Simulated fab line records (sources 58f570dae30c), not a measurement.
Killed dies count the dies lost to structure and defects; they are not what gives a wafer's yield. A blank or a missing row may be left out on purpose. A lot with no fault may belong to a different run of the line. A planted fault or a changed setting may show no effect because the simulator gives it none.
A lot that was struck, set against a sound lot + flow berkeley cmos170 + 15 out of 331 route steps
Sound: wafers L612.1, L612.4, L612.6. Struck: wafers L618.2, L618.3, L618.6. The cause is named last.
Per side, at each step with rows, come the tool, then ch with its chambers, and then its first start. Under that, the readings that differ: sound wafers + struck wafers + difference of the means + sigmas: that difference in standard deviations of wafers without a fault.
alike: words and numbers the same on both sides, and readings whose means are apart by under 2 such deviations; not compared: readings that were withheld, readings missing a value for some wafer, numbers with overlapping values and no deviation given by the record, and bounds like >300 which may hide the same value.
A row with sigmas, a row that says differs or no value, or rows on one side alone: a step with any of these is where the two part. When numbers do not overlap yet have no deviation, they are printed without sigmas and do not part them. A reading missing from all wafers of one side parts the sides only when that side holds two or more wafers.

UCB170_GATE_ETCH_15: etches poly-Si in HBr/Cl2, stops on SiO2, time 56.3 s, target depth 278.2 nm.
  sound on rie si-01 ch 0,1,2, day 8 06:28; struck on rie si-01 ch 0,3, day 9 16:34
  alike: drypump motor current A, oes product au, throttle valve pct
  not compared: rf hours counter h
UCB170_GATE_STRIP_16: strips in O2.
  sound on plasma asher-01 ch 0,1, day 8 06:31; struck on plasma asher-02 ch 0,1, day 9 16:36
  alike: drypump motor current A, oes product au
  not compared: rf hours counter h
UCB170_GATE_CD_MEAS_90 targets a cd of 350 nm.
  sound: cd sem-02 at day 8 06:37; struck: cd sem-01 at day 9 16:43
  alike: cd nm
then, 7 steps without rows for these wafers: UCB170_GATE_CLEAN_17 (cleans in SPM, time 600 s); UCB170_PLDD_HMDS_00 (prime time 60 s); UCB170_PLDD_COAT_01 (resist thk 900 nm); UCB170_PLDD_SOFTBAKE_02 (time 60 s); UCB170_PLDD_EXPOSE_03 (exposes mask PSELECT, target cd 1200 nm); UCB170_PLDD_PEB_04; UCB170_PLDD_DEVELOP_05 (develop time 45 s).
UCB170_PLDD_CD_MEAS_06 targets a cd of 1200 nm.
  sound: cd sem-01 at day 8 07:53; struck: cd sem-01 at day 9 21:17
  alike: cd nm
UCB170_PLDD_OVL_MEAS_07:
  sound: overlay-01 at day 8 08:00; struck: overlay-01 at day 9 21:24
  alike: PLDD_OVL
UCB170_PLDD_IMPLANT_08:
  sound on implanter-02 ch 0, day 8 08:02; struck on implanter-03 ch 0, day 9 21:27
| reading                   | sound                | struck               | difference | sigmas      |
|---------------------------|----------------------|----------------------|------------|-------------|
| beam energy keV           | 9.9979 10.001 9.9984 | 9.1321 9.1338 9.1302 | -0.8671    | -99 or more |
| beam on s (s)             | 10.2 9.7 10.0        | 12.7 12.9 13.1       | +2.9       | +5          |
| faraday current uA        | 156 164 157          | 124 124 121          | -36        | -4          |
| model.implant.rp nm (nm)  | 9.731 9.731 9.731    | 9.528 9.528 9.528    | -0.203     |             |
| model.implant.drp nm (nm) | 6.005 6.005 6.005    | 5.638 5.638 5.638    | -0.367     |             |
then, 2 steps without rows for these wafers: UCB170_PLDD_IMPLANT_09; UCB170_M3_PROBE_99.

## WHERE THEY PART
Within this record, at UCB170_PLDD_IMPLANT_08 only.

WHY: what had been put in by the simulator
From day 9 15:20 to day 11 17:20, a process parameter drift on implanter-03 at UCB170_PLDD_IMPLANT_08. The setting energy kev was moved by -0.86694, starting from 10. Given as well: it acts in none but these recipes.
